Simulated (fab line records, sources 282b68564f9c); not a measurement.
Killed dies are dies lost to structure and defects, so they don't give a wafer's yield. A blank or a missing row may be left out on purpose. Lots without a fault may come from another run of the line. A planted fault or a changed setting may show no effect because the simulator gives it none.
Tool commonality check | flow rit_cmos | 13 lots, 39 wafers sampled

WHY IT WAS OPENED
At RIT_ACTIVE_THK_MEAS_04 the reading ACTIVE_NITRIDE_THK is flagged on 1 of 13 lots. Wafers without a fault read 150.1 nm, standard deviation 1.5.
Rule: a lot is flagged when every wafer of it that has a number lies more than 4 standard deviations from that mean, or none has a number. The other lots count as sound.

lot  | measured    | on            | ACTIVE_NITRIDE_THK (nm), wafer by wafer | flag
L987 | day 1 14:02 | film_metro-02 | 148.9 148.2 149.7                       |
L988 | day 1 20:29 | film_metro-03 | 149.3 150.2 150.1                       |
L990 | day 2 05:11 | film_metro-01 | 152.1 151.7 150.9                       |
L992 | day 2 16:16 | film_metro-01 | 150.8 150.2 150.4                       |
L993 | day 2 19:49 | film_metro-01 | 151.7 151.8 151.3                       |
L994 | day 3 02:24 | film_metro-03 | 150.6 147.9 149.3                       |
L995 | day 3 09:59 | film_metro-02 | 150.0 148.5 151.5                       |
L998 | day 3 21:34 | film_metro-02 | 149.4 148.2 148.8                       |
L999 | day 4 04:49 | film_metro-02 | 148.2 148.3 147.1                       |
L100 | day 4 07:34 | film_metro-03 | 147.7 147.4 147.5                       |
L101 | day 4 12:32 | film_metro-02 | 149.7 150.0 150.7                       |
L102 | day 4 16:32 | film_metro-01 | 152.6 153.1 151.5                       |
L110 | day 6 08:32 | film_metro-02 | 187.3 178.8 163.4                       | FLAGGED
The numbers of the flagged lots are 176.5 nm on average: +26.4 nm against the usual, or +18 standard deviations.

WHICH TOOL RAN EACH LOT
The record holds 1 process step before the reading, out of a route of 202 steps. In each cell: the tool, then ch and the chambers that the sampled wafers went through, then the start.
lot  | flag    | RIT_ACTIVE_CVD_03
L987 |         | lpcvd-01 ch 1, day 1 12:37
L988 |         | lpcvd-02 ch 0, day 1 19:04
L990 |         | lpcvd-02 ch 0, day 2 03:45
L992 |         | lpcvd-01 ch 1, day 2 14:50
L993 |         | lpcvd-01 ch 0, day 2 18:25
L994 |         | lpcvd-01 ch 1, day 3 00:58
L995 |         | lpcvd-02 ch 1, day 3 07:50
L998 |         | lpcvd-02 ch 0, day 3 19:25
L999 |         | lpcvd-01 ch 1, day 4 03:23
L100 |         | lpcvd-02 ch 0, day 4 06:08
L101 |         | lpcvd-01 ch 1, day 4 11:07
L102 |         | lpcvd-01 ch 1, day 4 15:07
L110 | FLAGGED | lpcvd-02 ch 1, day 6 07:07
What these steps do:
- RIT_ACTIVE_CVD_03: deposits Si3N4 from SiH2Cl2/NH3, target thk 150 nm, time 1500 s.
- RIT_ACTIVE_THK_MEAS_04

FLAGGED OVER TOTAL, TOOL BY TOOL (the gauges that took the reading come last)
step                   | tool          | lots run | flagged | share of the flagged lots | sound lots run after its first flagged lot
RIT_ACTIVE_CVD_03      | lpcvd-01      | 7        | 0       | none                      | -
RIT_ACTIVE_CVD_03      | lpcvd-02      | 6        | 1       | all                       | 0
RIT_ACTIVE_THK_MEAS_04 | film_metro-01 | 4        | 0       | none                      | -
RIT_ACTIVE_THK_MEAS_04 | film_metro-02 | 6        | 1       | all                       | 0
RIT_ACTIVE_THK_MEAS_04 | film_metro-03 | 3        | 0       | none                      | -

WHAT THE TABLE ALLOWS
2 rows of the table ran every flagged lot: lpcvd-02 at RIT_ACTIVE_CVD_03, film_metro-02 at RIT_ACTIVE_THK_MEAS_04.
- lpcvd-02 at RIT_ACTIVE_CVD_03: 1 of its 6 lots flagged. Its last sound lot is L100 (day 4 06:08), its first flagged lot L110 (day 6 07:07): a fault that began between those two fits. Its own readings lie more than 4 standard deviations out on every wafer of the flagged lots: spike_tc_centre_C.
- film_metro-02 at RIT_ACTIVE_THK_MEAS_04: 1 of its 6 lots flagged. Its last sound lot is L101 (day 4 12:32), its first flagged lot L110 (day 6 08:32): a fault that began between those two fits.
Counting lots can't tell these 2 tools apart, because each fits a fault that began at some hour. More lots, or a look at what each step does to the wafer, might.

WHAT THE SIMULATOR HAD PUT IN
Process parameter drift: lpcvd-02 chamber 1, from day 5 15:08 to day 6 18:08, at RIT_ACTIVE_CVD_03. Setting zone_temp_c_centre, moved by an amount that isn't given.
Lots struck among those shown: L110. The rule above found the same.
